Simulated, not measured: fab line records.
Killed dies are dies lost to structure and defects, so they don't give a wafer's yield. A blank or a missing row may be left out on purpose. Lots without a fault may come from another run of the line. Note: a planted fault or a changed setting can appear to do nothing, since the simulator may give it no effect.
Split-lot experiment ; flow berkeley-cmos170 ; 27 wafers read across 5 lots, on a route 331 steps long

== THE SPLIT ==
At UCB170_V2_CVD_00 (deposits SiO2 from TEOS/O2, target thk 2000 nm, time 250 s), the setting time-s was moved away from the recipe's 250 s on 9 of the 27 wafers read, by -38.5% to +37.6%. All remaining wafers had this setting at the recipe value.

Split to reading: the file shows no intervening step.

== THE READING ==
Values of V2_TEOS_THK in nm from UCB170_V2_THK_MEAS_01. Fault-free wafers of this fab line usually give 2003 nm, standard deviation 25 nm.

wafer;tool, chamber at the split;time-s as run, s;against the recipe;V2_TEOS_THK, nm;against lot-mates on the recipe
L076.1;pecvd-01, 2;250;recipe;1972;-
L076.2;pecvd-01, 0;153.8;-38.5%;1238;-763
L076.3;pecvd-01, 1;153.8;-38.5%;1209;-792
L076.4;pecvd-01, 1;153.8;-38.5%;1216;-785
L076.5;pecvd-01, 0;250;recipe;2037;-
L076.6;pecvd-01, 2;250;recipe;1994;-
L077.1;pecvd-02, 2;250;recipe;1974;-
L077.2;pecvd-02, 0;250;recipe;1977;-
L077.3;pecvd-02, 1;250;recipe;1993;-
L077.4;pecvd-02, 0;250;recipe;1980;-
L077.5;pecvd-02, 1,2;250;recipe;2018;-
L077.6;pecvd-02, 1,2;250;recipe;2020;-
L078.1;pecvd-01, 0;309.2;+23.7%;2463;+450
L078.2;pecvd-01, 2;250;recipe;2005;-
L078.3;pecvd-01, 1;309.2;+23.7%;2464;+451
L078.4;pecvd-01, 0;309.2;+23.7%;2518;+505
L078.5;pecvd-01, 2;250;recipe;2010;-
L078.6;pecvd-01, 1;250;recipe;2023;-
L083.2;pecvd-02, 0;250;recipe;2003;-
L083.3;pecvd-02, 2;250;recipe;2022;-
L083.6;pecvd-02, 0;250;recipe;2017;-
L084.1;pecvd-04, 0;344.1;+37.6%;2758;+752
L084.2;pecvd-04, 2;250;recipe;1985;-
L084.3;pecvd-04, 1;250;recipe;2016;-
L084.4;pecvd-04, 2;250;recipe;2018;-
L084.5;pecvd-04, 1;344.1;+37.6%;2802;+796
L084.6;pecvd-04, 0;344.1;+37.6%;2801;+795
The file does not say which wafer passed through which chamber wherever a row lists several chambers: such a row stands for several wafers.

FIT RESULTS
A straight line over all 27 wafers: V2_TEOS_THK changes by +20.5 nm for each +1% of time-s; r = +1.00; the points scatter about the line by 21 nm.
The same after taking each lot's own level away (the mean of its wafers on the recipe; 27 wafers): +20.4 nm for each +1%; r = +1.00; scatter 20 nm.
That fit puts the effect of the largest move of time-s on the reading at 7.8e+02 nm.
Across the lots, their own levels run from 1993.7 to 2014.0 nm, a range of 0.8 times the standard deviation given above.
So the lot-to-lot level changes the slope little: the two slopes agree.
Check: for one of the wafers moved furthest among these (-38.5%), held out of the fit, the line's prediction against its lot-mates is -789 nm. It came out at -763 nm against them.

== THESE WAFERS: OTHER SPLITS ==
Note: prior to the reading, these wafers also went through further splits. Each is held against what the fit with the lots' levels taken away leaves over:
other split on the same wafers;wafers away from the commonest value;r with V2_TEOS_THK (lot level and that fit taken away)
UCB170_ACTIVE_DEVELOP_12 develop-time-s;6;-0.27
UCB170_SILICIDE_SPUTTER_01 time-s;12;+0.12
UCB170_V1_ETCH_14 time-s;9;+0.05

== THE WHOLE CHAIN: every reading that the file lists as answering this split, in the file's order ==
step;what it does;reading;change (the file's fit);r (the file's)
UCB170_V2_CVD_00;deposits SiO2 from TEOS/O2, target thk 2000 nm, time 250 s;SiO2_of_V2_CVD_00.thk-nm (the simulator's own value, which no gauge read);+20.4 nm for each +1% of the setting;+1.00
UCB170_V2_THK_MEAS_01;;V2_TEOS_THK;+20.4 for each +1% of the setting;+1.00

== THE FILE'S OWN FIT ==
V2_TEOS_THK changes by +20.4 nm for each +1% of time-s, r = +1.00.
